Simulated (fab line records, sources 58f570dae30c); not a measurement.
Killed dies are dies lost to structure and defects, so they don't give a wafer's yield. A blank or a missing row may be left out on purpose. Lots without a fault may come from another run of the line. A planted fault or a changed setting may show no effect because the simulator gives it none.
Split-lot experiment | flow berkeley_cmos170 | 5 lots, 23 wafers read, on a route of 331 steps

THE SPLIT
At UCB170_PVT_COAT_01 (resist thk 900 nm), the setting resist_thk_nm was moved away from the recipe's 900 nm on 8 of the 23 wafers read, by -2.8% to +3.8%. The other wafers ran this setting at the recipe's value.

The reading is taken at the split's own step.

THE READING
KrF_of_PVT_COAT_01.thk_nm (the simulator's own value, which no gauge read), in nm, at UCB170_PVT_COAT_01 (resist thk 900 nm). The file gives no usual value for it. The 15 wafers here that ran the recipe average 902.7 nm, standard deviation 2.7 nm.

wafer  | tool, chamber at the split | resist_thk_nm as run, nm | against the recipe | KrF_of_PVT_COAT_01.thk_nm, nm | against lot-mates on the recipe
L074.1 | litho_track-02, 0          | 900                      | recipe             | 901.3                         | -
L074.2 | litho_track-02, 0          | 900                      | recipe             | 900.4                         | -
L074.3 | litho_track-02, 0          | 900                      | recipe             | 899.6                         | -
L074.5 | litho_track-02, 0          | 900                      | recipe             | 900.1                         | -
L074.6 | litho_track-02, 0          | 900                      | recipe             | 902.2                         | -
L076.1 | litho_track-04, 0          | 900                      | recipe             | 898.5                         | -
L076.3 | litho_track-04, 0          | 900                      | recipe             | 900.9                         | -
L076.4 | litho_track-04, 0          | 900                      | recipe             | 903.4                         | -
L081.1 | litho_track-02, 0          | 900                      | recipe             | 904.3                         | -
L081.2 | litho_track-02, 0          | 875.2                    | -2.8%              | 880.2                         | -25.1
L081.3 | litho_track-02, 0          | 875.2                    | -2.8%              | 879.1                         | -26.2
L081.5 | litho_track-02, 0          | 875.2                    | -2.8%              | 879.5                         | -25.8
L081.6 | litho_track-02, 0          | 900                      | recipe             | 906.3                         | -
L083.1 | litho_track-03, 0          | 900                      | recipe             | 901                           | -
L083.3 | litho_track-03, 0          | 934.6                    | +3.8%              | 939                           | +36.9
L083.4 | litho_track-03, 0          | 934.6                    | +3.8%              | 936.7                         | +34.6
L083.5 | litho_track-03, 0          | 900                      | recipe             | 903.3                         | -
L083.6 | litho_track-03, 0          | 934.6                    | +3.8%              | 938.3                         | +36.1
L084.1 | litho_track-03, 0          | 924.9                    | +2.8%              | 928                           | +21.8
L084.2 | litho_track-03, 0          | 900                      | recipe             | 907                           | -
L084.4 | litho_track-03, 0          | 900                      | recipe             | 907.5                         | -
L084.5 | litho_track-03, 0          | 900                      | recipe             | 904                           | -
L084.6 | litho_track-03, 0          | 924.9                    | +2.8%              | 930.3                         | +24.1

THE FIT
A straight line over all 23 wafers: KrF_of_PVT_COAT_01.thk_nm changes by +8.99 nm for each +1% of resist_thk_nm; r = +0.99; the points scatter about the line by 2.4 nm.
The same after taking each lot's own level away (the mean of its wafers on the recipe; 23 wafers): +9.16 nm for each +1%; r = +1.00; scatter 1.5 nm.
On that fit, the largest move of resist_thk_nm shifts the reading by 35 nm.
The lots' own levels span 900.72 to 906.17 nm, that is 2.0 times the standard deviation above.
So the lot-to-lot level changes the slope little: the two slopes agree.
Check: with one of the wafers moved furthest among these (+3.8%) left out of the fit, the line predicts +34.6 nm for it against its lot-mates. It came out at +36.9 nm against them.

OTHER SPLITS ON THESE WAFERS
These wafers also went through other splits before the reading. Each is held against what the fit with the lots' levels taken away leaves over:
other split on the same wafers      | wafers away from the commonest value | r with KrF_of_PVT_COAT_01.thk_nm (lot level and that fit taken away)
UCB170_NWELL_IMPLANT_14 energy_kev  | 7                                    | -0.26
UCB170_PWELL_ETCH_14 rf_w           | 5                                    | -0.30
UCB170_PWELL_IMPLANT_15 energy_kev  | 3                                    | -0.04
UCB170_ACTIVE_COAT_08 resist_thk_nm | 7                                    | -0.12
UCB170_ACTIVE_SOFTBAKE_09 time_s    | 9                                    | +0.11
UCB170_SACOX_OXIDATION_01 ox_time_s | 18                                   | -0.01

THE WHOLE CHAIN: every reading that the file lists as answering this split, in the file's order
step                | what it does      | reading                                                                    | change (the file's fit)              | r (the file's)
UCB170_PVT_COAT_01  | resist thk 900 nm | KrF_of_PVT_COAT_01.thk_nm (the simulator's own value, which no gauge read) | +9.06 nm for each +1% of the setting | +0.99
UCB170_PVT_STRIP_08 | strips in O2      | strip_time_to_endpoint_s                                                   | withheld for each +1% of the setting | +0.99

THE FILE'S OWN FIT
KrF_of_PVT_COAT_01.thk_nm changes by +9.06 nm for each +1% of resist_thk_nm, r = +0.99.
